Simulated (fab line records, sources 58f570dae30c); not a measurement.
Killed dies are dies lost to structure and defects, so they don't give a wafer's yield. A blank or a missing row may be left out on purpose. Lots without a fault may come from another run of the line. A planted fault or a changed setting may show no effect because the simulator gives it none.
A struck lot beside a sound one | flow berkeley_cmos170 | 26 steps out of a route of 331
Sound: wafers L511.2, L511.4, L511.5. Struck: wafer L528.4. (L528.3, L528.6 of the same lot were not struck and are left out.) The cause comes at the end.
At each step with rows: each side's tool, then ch and its chambers, then its first start. Under that, the readings that differ: sound wafers | struck wafers | difference of the means | sigmas: that difference in standard deviations of wafers without a fault.
alike: readings whose means differ by less than 2 such deviations, and words and numbers that are the same on both sides. not compared: withheld readings, readings that some wafer has no value for, bounds like >300 that may hide the same value, and numbers for which the record gives no deviation and whose values overlap.
The two part at a step that has a row with sigmas, a row that says differs or no value, or rows on one side only. Numbers that don't overlap but have no deviation are shown without sigmas and don't part them. A reading that every wafer of one side lacks parts them only if that side has two wafers or more.

first, 4 steps without rows for these wafers: UCB170_M2_SOFTBAKE_11 (time 60 s); UCB170_M2_EXPOSE_12 (exposes mask METAL2, target cd 700 nm); UCB170_M2_PEB_13; UCB170_M2_DEVELOP_14 (develop time 45 s).
UCB170_M2_CD_MEAS_15: target cd 700 nm.
  sound on cd_sem-02, day 9 08:07; struck on cd_sem-01, day 12 00:50
  alike: cd_nm
UCB170_M2_OVL_MEAS_16:
  sound on overlay-01, day 9 08:13; struck on overlay-01, day 12 00:56
  alike: M2_OVL
UCB170_M2_ETCH_17: etches BARC in N2/H2.
  sound on rie_diel-01 ch 2,3, day 9 08:15; struck on rie_diel-01 ch 1, day 12 00:58
  alike: drypump_motor_current_A, oes_product_au, throttle_valve_pct
UCB170_M2_METAL_ETCH_18: etches Al in Cl2/BCl3, stops on SiO2, target depth 1170 nm, time 195 s.
  sound on rie_metal-03 ch 0,1, day 9 08:17; struck on rie_metal-03 ch 1, day 12 01:04
  alike: drypump_motor_current_A, oes_product_au, throttle_valve_pct
  not compared: rf_hours_counter_h
UCB170_M2_STRIP_19: strips in O2.
  sound on plasma_asher-01 ch 0,1, day 9 08:28; struck on plasma_asher-03 ch 1, day 12 01:13
  alike: drypump_motor_current_A, oes_product_au
  not compared: rf_hours_counter_h
UCB170_M2_CD_MEAS_90: target cd 700 nm.
  sound on cd_sem-01, day 9 08:35; struck on cd_sem-01, day 12 01:20
  alike: cd_nm
UCB170_V2_CVD_00: deposits SiO2 from TEOS/O2, target thk 2000 nm, time 250 s.
  sound on pecvd-02 ch 0,1,2, day 9 08:41; struck on pecvd-04 ch 0, day 12 01:25
  alike: heater_power_w, pressure_mtorr, susceptor_temp_C
UCB170_V2_THK_MEAS_01:
  sound on film_metro-03, day 9 08:52; struck on film_metro-02, day 12 01:35
  alike: V2_TEOS_THK
UCB170_V2_CMP_02: polishes SiO2.
  sound on cmp-02 ch 1,2,3, day 9 08:55; struck on cmp-01 ch 2, day 12 01:40
  reading                             | sound            | struck | difference | sigmas
  model.SiO2_of_V2_CVD_00.thk_nm (nm) | 999.9 998.1 1001 | 1251   | +251       |
  alike: motor_current_A, slurry_flow_ml_min
UCB170_V2_BOW_MEAS_03:
  sound on film_metro-04, day 9 09:14; struck on film_metro-02, day 12 01:58
  alike: V2_BOW
UCB170_V2_THK_MEAS_04:
  sound on film_metro-04, day 9 09:20; struck on film_metro-02, day 12 02:04
  reading              | sound              | struck | difference | sigmas
  V2_POLISHED_THK (nm) | 999.3 998.2 1000.2 | 1250.3 | +251.1     | +99 or more
then, 7 steps without rows for these wafers: UCB170_V2_CLEAN_05 (cleans in DIW); UCB170_V2_HMDS_06 (prime time 60 s); UCB170_V2_COAT_07 (resist thk 900 nm); UCB170_V2_SOFTBAKE_08 (time 60 s); UCB170_V2_EXPOSE_09 (exposes mask VIA2, target cd 700 nm); UCB170_V2_PEB_10; UCB170_V2_DEVELOP_11 (develop time 45 s).
UCB170_V2_CD_MEAS_12: target cd 700 nm.
  sound on cd_sem-01, day 9 12:04; struck on cd_sem-02, day 12 03:11
  alike: cd_nm
UCB170_V2_OVL_MEAS_13:
  sound on overlay-01, day 9 12:10; struck on overlay-02, day 12 03:17
  alike: V2_OVL
UCB170_V2_ETCH_14: etches SiO2 in CHF3/CF4/Ar, stops on Al, target depth 1250 nm, time 291 s.
  sound on rie_diel-04 ch 1,3, day 9 12:11; struck on rie_diel-01 ch 2, day 12 03:18
  reading                        | sound             | struck | difference | sigmas
  oes_product_au (a.u.)          | 0.860 0.856 0.867 | 1.007  | +0.146     | +11
  throttle_valve_pct (%)         | 7.19 7.15 7.19    | 6.87   | -0.31      | -3
  model.etch.depth_nm (nm)       | 999.9 998.1 1001  | 1248   | +248       |
  model.V2.feature_depth_nm (nm) | 1000 998.1 1001   | 1248   | +248       |
  alike: drypump_motor_current_A
  not compared: rf_hours_counter_h
UCB170_V2_STRIP_15: strips in O2.
  sound on plasma_asher-01 ch 0,1, day 9 12:22; struck on plasma_asher-04 ch 1, day 12 03:31
  alike: drypump_motor_current_A, oes_product_au, strip_time_to_endpoint_s
  not compared: rf_hours_counter_h

WHERE THEY PART
First at UCB170_V2_THK_MEAS_04; last, within this record, at UCB170_V2_ETCH_14. Later steps at which nothing parts them and some readings are alike: UCB170_V2_STRIP_15.

WHY: what the simulator had put in
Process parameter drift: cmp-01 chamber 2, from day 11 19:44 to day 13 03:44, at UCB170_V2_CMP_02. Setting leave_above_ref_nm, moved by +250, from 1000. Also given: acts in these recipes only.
